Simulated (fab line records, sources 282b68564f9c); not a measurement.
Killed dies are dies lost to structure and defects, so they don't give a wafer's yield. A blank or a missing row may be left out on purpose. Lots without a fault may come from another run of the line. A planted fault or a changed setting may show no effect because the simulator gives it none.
Problem report in the 8D (eight disciplines) form, filled by code | flow rit_cmos | the parts of the form that need people (team, actions taken, sign-off) are left out

1. THE PROBLEM
developer_temp_C at RIT_PLDD_DEVELOP_05 reads a mean of 20.72 C on 6 wafers of 2 lots; wafers without a fault read 22.98 C with a standard deviation of 0.094. That is -24 standard deviations from the usual mean.
The step: develop time 50 s.
First seen on wafer L364.2, day 3 17:00, on litho_track-02. The record holds 42 wafers of 14 lots with a number at this step. Rule for "out", or "out of limits": more than 4 standard deviations from the usual mean. The other wafers with a number count as sound.

2. WHAT IT IS AND WHAT IT IS NOT
question                    | is                     | is not
which readings at this step | developer_temp_C       | -
which lots                  | L364, L367             | L360, L361, L362, L372, L373, L375, L377, L379, L380, L381, L382, L383
which wafers of those lots  | all that have a number | -
read on which tools         | litho_track-02         | litho_track-03, litho_track-04
when                        | from day 3 17:00       | up to then (9 sound wafers); but 27 sound wafers of L372, L373, L375, L377, L379, L380, L381, L382, L383 came after

3. SUSPECTS, AND WHAT RULES EACH OUT
Counting: a tool at a process step up to the reading stays a suspect if it ran every lot that is out and no sound lot after the first of them.
- litho_track-02 at RIT_PLDD_DEVELOP_05 (develop time 50 s): ruled out as a lasting fault. Sound lots L383 ran on it after its first lot that is out, L364 (day 3 17:00).
Left after counting: nothing in the record.

4. THE CAUSE (what the simulator had put in)
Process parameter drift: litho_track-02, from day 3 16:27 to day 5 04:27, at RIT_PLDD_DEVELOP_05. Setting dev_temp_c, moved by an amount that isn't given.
Counting ruled it out, wrongly.

5. THE CHAIN OF EFFECTS, in route order
Each row: a reading whose mean over the struck wafers that have a number lies more than 3 standard deviations from the usual. Only readings for which the record gives a usual standard deviation are gone through. hours: the time from each lot's start at the first step in this table that gives one to its start at this step, as a median over the lots. sigmas: the change in usual standard deviations.
hours | step                | reading          | usual   | on struck wafers | change | sigmas
0     | RIT_PLDD_DEVELOP_05 | developer_temp_C | 22.98 C | 20.72            | -2.26  | -24
The process steps in it:
- RIT_PLDD_DEVELOP_05: develop time 50 s.

6. WHAT WOULD HAVE CAUGHT IT SOONER
In this record the first reading out of limits was taken at day 3 17:00, 1 hour after the fault began at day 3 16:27.
